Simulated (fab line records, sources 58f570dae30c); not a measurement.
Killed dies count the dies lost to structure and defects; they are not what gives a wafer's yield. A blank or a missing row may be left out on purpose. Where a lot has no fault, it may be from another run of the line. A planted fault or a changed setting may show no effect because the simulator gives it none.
Tool commonality check -- flow berkeleyCmos170 -- 14 lots, 42 wafers sampled

== WHAT PROMPTED THE OPENING ==
2 of 14 lots carry a flag on the reading PVT_TW at UCB170_PVT_TW_MEAS_09. Fault-free wafers read 506.8, with a standard deviation of 2.7.
Rule: a lot gets a flag if all its wafers with a number sit over 4 standard deviations from that mean, or if no wafer of it has a number. All remaining lots are regarded as sound.

lot,measured,on,"PVT_TW, wafer by wafer",flag
L833,day 7 05:19,filmMetro-02,502.6 504.1 500.7,
L834,day 7 15:05,filmMetro-04,511.5 508.1 509.1,
L839,day 8 15:45,filmMetro-02,505.2 503.6 504.7,
L838,day 8 16:03,filmMetro-04,513.1 510.3 515.6,
L837,day 8 16:17,filmMetro-03,505.1 505.6 507.2,
L841,day 9 09:47,filmMetro-04,504.6 505.4 507.7,
L844,day 10 01:14,filmMetro-02,29.8 30.1 30.0,FLAGGED
L845,day 10 01:31,filmMetro-03,29.9 30.0 30.2,FLAGGED
L847,day 10 09:29,filmMetro-02,504.9 508.3 507.6,
L846,day 10 09:51,filmMetro-02,508.6 506.6 508.9,
L850,day 11 03:25,filmMetro-02,509.0 506.7 505.2,
L851,day 11 04:29,filmMetro-02,506.2 506.8 505.3,
L854,day 12 00:46,filmMetro-03,506.5 503.6 502.9,
L853,day 12 01:02,filmMetro-04,512.6 509.9 508.9,
Averaged over the flagged lots the numbers come to 30.0, -476.8 from the usual (-99 or more standard deviations).

== TOOL THAT RAN EACH LOT ==
The record holds 2 process steps before the reading, out of a route of 331 steps. Each cell gives the tool, then ch followed by the chambers the sampled wafers passed through, then the start.
lot,flag,UCB170_NVT_STRIP_08,UCB170_PVT_STRIP_08
L833,,"plasmaAsher-01 ch 0,1, day 7 01:50","plasmaAsher-01 ch 0,1, day 7 05:13"
L834,,"plasmaAsher-01 ch 0,1, day 7 12:40","plasmaAsher-01 ch 0,1, day 7 14:59"
L839,,"plasmaAsher-04 ch 0,1, day 8 14:09","plasmaAsher-02 ch 0,1, day 8 15:39"
L838,,"plasmaAsher-01 ch 0,1, day 8 14:16","plasmaAsher-01 ch 0,1, day 8 15:58"
L837,,"plasmaAsher-03 ch 0,1, day 8 14:26","plasmaAsher-03 ch 1, day 8 16:10"
L841,,"plasmaAsher-03 ch 0,1, day 9 08:19","plasmaAsher-03 ch 0, day 9 09:40"
L844,FLAGGED,"plasmaAsher-04 ch 0,1, day 9 23:35","plasmaAsher-02 ch 0,1, day 10 01:08"
L845,FLAGGED,"plasmaAsher-03 ch 0,1, day 9 23:55","plasmaAsher-01 ch 0,1, day 10 01:24"
L847,,"plasmaAsher-01 ch 0,1, day 10 07:49","plasmaAsher-01 ch 0,1, day 10 09:19"
L846,,"plasmaAsher-03 ch 0,1, day 10 08:06","plasmaAsher-02 ch 0,1, day 10 09:37"
L850,,"plasmaAsher-03 ch 0,1, day 10 22:53","plasmaAsher-01 ch 0,1, day 11 03:19"
L851,,"plasmaAsher-01 ch 0,1, day 10 23:23","plasmaAsher-02 ch 1, day 11 04:23"
L854,,"plasmaAsher-04 ch 0,1, day 11 20:39","plasmaAsher-03 ch 0, day 12 00:40"
L853,,"plasmaAsher-01 ch 0,1, day 11 20:56","plasmaAsher-02 ch 0,1, day 12 00:56"
These steps, and what they do:
- UCB170_NVT_STRIP_08: strips in O2.
- UCB170_PVT_STRIP_08: strips in O2.
- UCB170_PVT_TW_MEAS_09

== FLAGGED AGAINST TOTAL, ONE TOOL AT A TIME (gauges that did the reading follow at the end) ==
step,tool,lots run,flagged,share of the flagged lots,sound lots run after its first flagged lot
UCB170_NVT_STRIP_08,plasmaAsher-01,6,0,none,-
UCB170_NVT_STRIP_08,plasmaAsher-03,5,1,some,"2 (L846,L850)"
UCB170_NVT_STRIP_08,plasmaAsher-04,3,1,some,1 (L854)
UCB170_PVT_STRIP_08,plasmaAsher-01,6,1,some,"2 (L847,L850)"
UCB170_PVT_STRIP_08,plasmaAsher-02,5,1,some,"3 (L846,L851,L853)"
UCB170_PVT_STRIP_08,plasmaAsher-03,3,0,none,-
UCB170_PVT_TW_MEAS_09,filmMetro-02,7,1,some,"4 (L847,L846,L850,L851)"
UCB170_PVT_TW_MEAS_09,filmMetro-03,3,1,some,1 (L854)
UCB170_PVT_TW_MEAS_09,filmMetro-04,4,0,none,-

== WHAT THE TABLE PERMITS ==
No row of the table ran every flagged lot.

== WHAT THE SIMULATOR HAD INSERTED ==
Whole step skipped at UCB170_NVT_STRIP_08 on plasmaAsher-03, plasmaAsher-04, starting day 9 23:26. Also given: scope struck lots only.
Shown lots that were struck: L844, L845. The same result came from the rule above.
